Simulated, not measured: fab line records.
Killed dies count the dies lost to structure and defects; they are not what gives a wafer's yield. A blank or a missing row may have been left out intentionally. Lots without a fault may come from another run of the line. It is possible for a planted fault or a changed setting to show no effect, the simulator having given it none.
Struck lot and sound lot, side by side || flow rit-cmos || 15 out of 202 route steps
Sound: wafers L842.1, L842.5, L842.6. Struck: wafer L853.4 (L853.3, L853.5, from the same lot, were not struck and are left out); the cause is given at the end.
Order at every step that has rows: each side's tool, ch and its chambers, its first start. Under that, the readings that differ: sound wafers || struck wafers || difference of the means || sigmas: that difference in standard deviations of wafers without a fault.
alike: words and numbers the same on both sides, and readings whose means are apart by under 2 such deviations; not compared: readings that were withheld, readings missing a value for some wafer, numbers with overlapping values and no deviation given by the record, and bounds like >300 which may hide the same value.
Wherever a step has rows on one side only, a row that says differs or no value, or a row with sigmas, the two part there. Numbers that have no deviation but don't overlap get no sigmas and don't part them. Lack of a reading on every wafer of one side parts them only where that side has two or more wafers.

RIT_M1_THK_MEAS_02: measures by xrf.
  struck on film-metro-02, day 5 19:55; sound on film-metro-04, day 3 16:32
{"reading": "M1_AL_THK (nm)", "sound": "393 395 396", "struck": 406, "difference": "+11", "sigmas": "+3"}
then, 6 steps without rows for these wafers: RIT_M1_HMDS_03 (prime time 60 s); RIT_M1_COAT_04 (resist thk 1300 nm); RIT_M1_SOFTBAKE_05 (time 60 s); RIT_M1_EXPOSE_06 (exposes mask M12, target cd 2600 nm); RIT_M1_PEB_07; RIT_M1_DEVELOP_08 (develop time 68 s).
RIT_M1_CD_MEAS_09 targets a cd of 2600 nm.
  struck on cd-sem-02, day 5 20:55; sound on cd-sem-02, day 3 17:28
  alike: cd-nm
RIT_M1_OVL_MEAS_10:
  struck on overlay-02, day 5 21:01; sound on overlay-01, day 3 17:35
  alike: M1_OVL
then, 1 step without rows for these wafers: RIT_M1_HARDBAKE_11 (time 120 s).
RIT_M1_METAL_ETCH_12: etches Al in Cl2/BCl3, stops on SiO2, time 165 s, target depth 600 nm.
  sound on rie-metal-04 ch 0,1, day 3 17:52; struck on rie-metal-01 ch 0, day 5 21:20
  alike: drypump-motor-current-A, oes-product-au, throttle-valve-pct
  not compared: rf-hours-counter-h
then, 1 step without rows for these wafers: RIT_M1_STRIP_13 (strips in nmp, time 600 s).
RIT_M1_STRIP_14: strips in O2, time 180 s.
  sound on plasma-asher-04 ch 0,1, day 3 18:16; struck on plasma-asher-01 ch 1, day 5 21:41
{"reading": "run-length-s (s)", "sound": "207.6 207.8 208.0", "struck": 201.1, "difference": -6.7, "sigmas": -15}
  alike: drypump-motor-current-A
  not compared: rf-hours-counter-h, rf-refl-power-W
RIT_M1_CD_MEAS_90 targets a cd of 2600 nm.
  struck on cd-sem-01, day 5 21:51; sound on cd-sem-01, day 3 18:26
{"reading": "cd-nm (nm)", "sound": "2599.3 2596.9 2596.6", "struck": 2604.3, "difference": "+6.7", "sigmas": "+2"}
RIT_M1_PROBE_99:
  struck on prober-02, day 6 00:13; sound on prober-02, day 3 20:50
  alike: defect-limited-yield, killed-at-contacts, killed-at-front-end, killed-dies, killed-open, killed-short, sort_bin_3_pad_short, sort_bin_5_function, sort_bin_6_memory, sort-n-pass, sort-yield-pct

== WHERE THEY PART ==
Last at RIT_M1_CD_MEAS_90 as far as this record goes, first at RIT_M1_THK_MEAS_02. Later steps at which nothing parts them and some readings are alike: RIT_M1_PROBE_99.

WHY: the cause the simulator had injected
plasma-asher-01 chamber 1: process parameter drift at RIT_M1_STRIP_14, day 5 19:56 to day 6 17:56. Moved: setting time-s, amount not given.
